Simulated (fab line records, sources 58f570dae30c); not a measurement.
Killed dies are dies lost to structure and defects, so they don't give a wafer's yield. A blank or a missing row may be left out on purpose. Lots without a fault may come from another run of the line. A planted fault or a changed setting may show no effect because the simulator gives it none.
Which tool did it? | flow berkeley_cmos170 | 14 lots, 42 wafers sampled, at 5 steps of a route of 331

WHAT THE GAUGES READ, wafer by wafer
UCB170_PWELL_THK_MEAS_03.
lot  | measured    | on            | PWELL_OXIDE_THK (nm)
L606 | day 3 03:57 | film_metro-02 | 26.5 26.6 25.9
L605 | day 3 04:00 | film_metro-03 | 26.3 26.1 26.1
L610 | day 4 00:24 | film_metro-04 | 26.6 26.5 26.4
L611 | day 4 13:06 | film_metro-03 | 26.9 26.3 27.0
L612 | day 4 13:07 | film_metro-02 | 25.9 26.3 26.0
L613 | day 4 19:32 | film_metro-03 | 25.8 26.0 26.3
L615 | day 5 07:34 | film_metro-04 | 26.8 26.6 26.6
L616 | day 5 07:34 | film_metro-03 | 26.1 26.3 25.9
L617 | day 5 07:34 | film_metro-02 | 26.5 27.0 27.0
L623 | day 6 17:58 | film_metro-04 | 27.1 27.3 27.6
L624 | day 7 04:19 | film_metro-03 | 26.8 27.1 26.6
L626 | day 7 10:51 | film_metro-02 | 27.5 27.0 27.1
L627 | day 7 10:51 | film_metro-03 | 26.6 27.3 26.9
L628 | day 7 19:13 | film_metro-04 | 27.2 27.2 27.3

UCB170_PFIELD_TW_MEAS_09.
lot  | measured    | on            | PFIELD_TW
L606 | day 5 08:12 | film_metro-02 | 599 594 595
L605 | day 5 04:21 | film_metro-02 | 595 595 597
L610 | day 6 00:34 | film_metro-04 | 591 594 593
L611 | day 6 14:58 | film_metro-04 | 592 590 591
L612 | day 6 13:59 | film_metro-04 | 588 590 590
L613 | day 6 14:41 | film_metro-02 | 596 597 597
L615 | day 7 02:50 | film_metro-02 | 690 690 688
L616 | day 7 02:37 | film_metro-01 | 602 598 603
L617 | day 7 02:20 | film_metro-02 | 691 694 690
L623 | day 8 17:25 | film_metro-01 | 605 602 605
L624 | day 9 09:05 | film_metro-01 | 608 608 607
L626 | day 9 08:53 | film_metro-04 | 590 589 588
L627 | day 9 07:20 | film_metro-04 | 589 588 589
L628 | day 9 23:35 | film_metro-02 | 597 595 590

UCB170_FIELD_THK_MEAS_90.
lot  | measured     | on            | FIELD_OXIDE_LEFT_1_THK (nm)
L606 | day 5 20:57  | film_metro-02 | 432 433 418
L605 | day 5 20:58  | film_metro-03 | 444 443 444
L610 | day 6 13:33  | film_metro-04 | 450 442 441
L611 | day 7 08:17  | film_metro-02 | 443 447 445
L612 | day 7 08:17  | film_metro-04 | 447 446 452
L613 | day 7 08:13  | film_metro-03 | 449 452 454
L615 | day 7 20:10  | film_metro-03 | 436 431 436
L616 | day 7 20:10  | film_metro-04 | 434 433 447
L617 | day 7 20:10  | film_metro-02 | 430 435 434
L623 | day 9 11:49  | film_metro-04 | 438 431 439
L624 | day 10 07:11 | film_metro-04 | 428 440 442
L626 | day 10 07:10 | film_metro-03 | 445 442 439
L627 | day 10 07:07 | film_metro-04 | 433 439 437
L628 | day 10 20:58 | film_metro-02 | 451 451 447

WHICH TOOL RAN EACH LOT (tool, then ch and the chambers of the sampled wafers, then the start)
lot  | UCB170_PWELL_ETCH_14              | UCB170_PFIELD_IMPLANT_07
L606 | rie_diel-04 ch 2,3, day 3 15:25   | implanter-04 ch 0, day 5 07:57
L605 | rie_diel-02 ch 0,3, day 3 15:12   | implanter-02 ch 0, day 5 04:07
L610 | rie_diel-02 ch 0,2,3, day 4 11:56 | implanter-04 ch 0, day 6 00:21
L611 | rie_diel-02 ch 1,2,3, day 4 21:51 | implanter-03 ch 0, day 6 14:44
L612 | rie_diel-04 ch 0,1,2, day 4 22:01 | implanter-03 ch 0, day 6 13:47
L613 | rie_diel-03 ch 0,1,3, day 5 05:16 | implanter-04 ch 0, day 6 14:28
L615 | rie_diel-04 ch 0,2,3, day 5 16:27 | implanter-03 ch 0, day 7 02:35
L616 | rie_diel-04 ch 0,1,2, day 5 16:01 | implanter-04 ch 0, day 7 02:22
L617 | rie_diel-03 ch 0,2,3, day 5 16:17 | implanter-03 ch 0, day 7 02:05
L623 | rie_diel-04 ch 0,1, day 7 05:46   | implanter-04 ch 0, day 8 17:12
L624 | rie_diel-04 ch 1,3, day 7 16:23   | implanter-02 ch 0, day 9 08:50
L626 | rie_diel-02 ch 0,2,3, day 7 16:07 | implanter-04 ch 0, day 9 08:38
L627 | rie_diel-02 ch 0,2,3, day 7 16:33 | implanter-02 ch 0, day 9 07:05
L628 | rie_diel-04 ch 0,2,3, day 8 05:24 | implanter-02 ch 0, day 9 23:20
- UCB170_PWELL_ETCH_14: etches Si3N4 in CH3F/Ar/O2, stops on SiO2, target depth 242 nm, time 151 s.
- UCB170_PFIELD_IMPLANT_07

WHAT THE TOOLS THEMSELVES READ (means of the sampled wafers that have a number; where no wafer has one, the mark that the record gives instead)
UCB170_PWELL_ETCH_14.
lot  | tool        | chamber_pressure_mTorr (mTorr) | drypump_motor_current_A (A) | oes_product_au (a.u.) | throttle_valve_pct (%)
L606 | rie_diel-04 | 49.97                          | 5.7                         | 0.950                 | 8.00
L605 | rie_diel-02 | 49.99                          | 6.1                         | 0.963                 | 8.04
L610 | rie_diel-02 | 49.96                          | 5.6                         | 0.958                 | 7.99
L611 | rie_diel-02 | 50.01                          | 5.4                         | 0.954                 | 8.04
L612 | rie_diel-04 | 50.04                          | 6.0                         | 0.957                 | 8.03
L613 | rie_diel-03 | 50.01                          | 5.8                         | 0.918                 | 7.99
L615 | rie_diel-04 | 50.02                          | 5.9                         | 0.954                 | 8.02
L616 | rie_diel-04 | 50.02                          | 6.0                         | 0.960                 | 8.04
L617 | rie_diel-03 | 49.98                          | 5.8                         | 0.950                 | 7.96
L623 | rie_diel-04 | 50.00                          | 6.0                         | 0.964                 | 8.04
L624 | rie_diel-04 | 50.04                          | 5.8                         | 0.952                 | 7.98
L626 | rie_diel-02 | 50.01                          | 5.6                         | 0.964                 | 8.00
L627 | rie_diel-02 | 50.03                          | 5.6                         | 0.969                 | 7.99
L628 | rie_diel-04 | 50.04                          | 5.9                         | 0.956                 | 8.03

UCB170_PFIELD_IMPLANT_07.
lot  | tool         | dose_ions_cm2 | faraday_current_uA
L606 | implanter-04 | 1.9977e+13    | 63.5
L605 | implanter-02 | 2.0027e+13    | 62.5
L610 | implanter-04 | 1.9973e+13    | 65.0
L611 | implanter-03 | 2.0010e+13    | 63.7
L612 | implanter-03 | 1.9989e+13    | 63.6
L613 | implanter-04 | 1.9996e+13    | 64.0
L615 | implanter-03 | 3.2029e+13    | 100.5
L616 | implanter-04 | 2.0021e+13    | 62.4
L617 | implanter-03 | 3.2007e+13    | 100.3
L623 | implanter-04 | 1.9997e+13    | 63.0
L624 | implanter-02 | 2.0000e+13    | 64.1
L626 | implanter-04 | 2.0007e+13    | 63.2
L627 | implanter-02 | 1.9987e+13    | 63.5
L628 | implanter-02 | 1.9999e+13    | 62.9

THE ANSWER, worked out from the rows above alone
Rule: what is usual is taken from the lots themselves. Put in order of their means at a reading, lots are off if they are a third of the lots or fewer, leave a main group of 4 or more, and stand apart from it by a gap of 3 or more times the standard deviation of the main group's means; of several such gaps the widest counts. A main group whose means are all the same, to the digits that the tables above print for the reading, isn't used. A lot without any number at a reading at which 4 lots or more have one is off too. The other lots that the step has rows for count as sound. The gauges are gone through in route order, then the tools' own readings, and for those a lot's mean is taken as printed above. The first step at which some lot is off is used, and at that step the reading that is off furthest; a lot without a number counts as furthest.
Off: L615, L617, at UCB170_PFIELD_TW_MEAS_09 (PFIELD_TW). The main group: mean 595, standard deviation 5.8.
A tool fits if, at a process step before that reading, it ran every lot that is off, and no sound lot after the first of them. The gauges at UCB170_PFIELD_TW_MEAS_09 aren't tried: what is off there is off at UCB170_PFIELD_IMPLANT_07 too, on other tools, and a gauge's error can't cause that. One fits: implanter-03 at UCB170_PFIELD_IMPLANT_07. Its last sound lot is L611 (day 6 14:44), its first lot that is off L617 (day 7 02:05): a fault that began between those two fits.
The tool's own readings at UCB170_PFIELD_IMPLANT_07 bear it out: on the lots that are off they differ by more than 5 times the standard deviation of the sound lots' means. dose_ions_cm2 reads 3.2018e+13 there against 1.9999e+13 on the sound lots; faraday_current_uA reads 100.4 there against 63.5 on the sound lots.

WHAT THE SIMULATOR HAD PUT IN
Process parameter drift: implanter-03, from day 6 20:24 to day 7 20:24, at UCB170_PFIELD_IMPLANT_07. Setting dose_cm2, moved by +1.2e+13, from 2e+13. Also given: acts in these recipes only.
Lots struck among those shown: L615, L617. The rule above found the same.
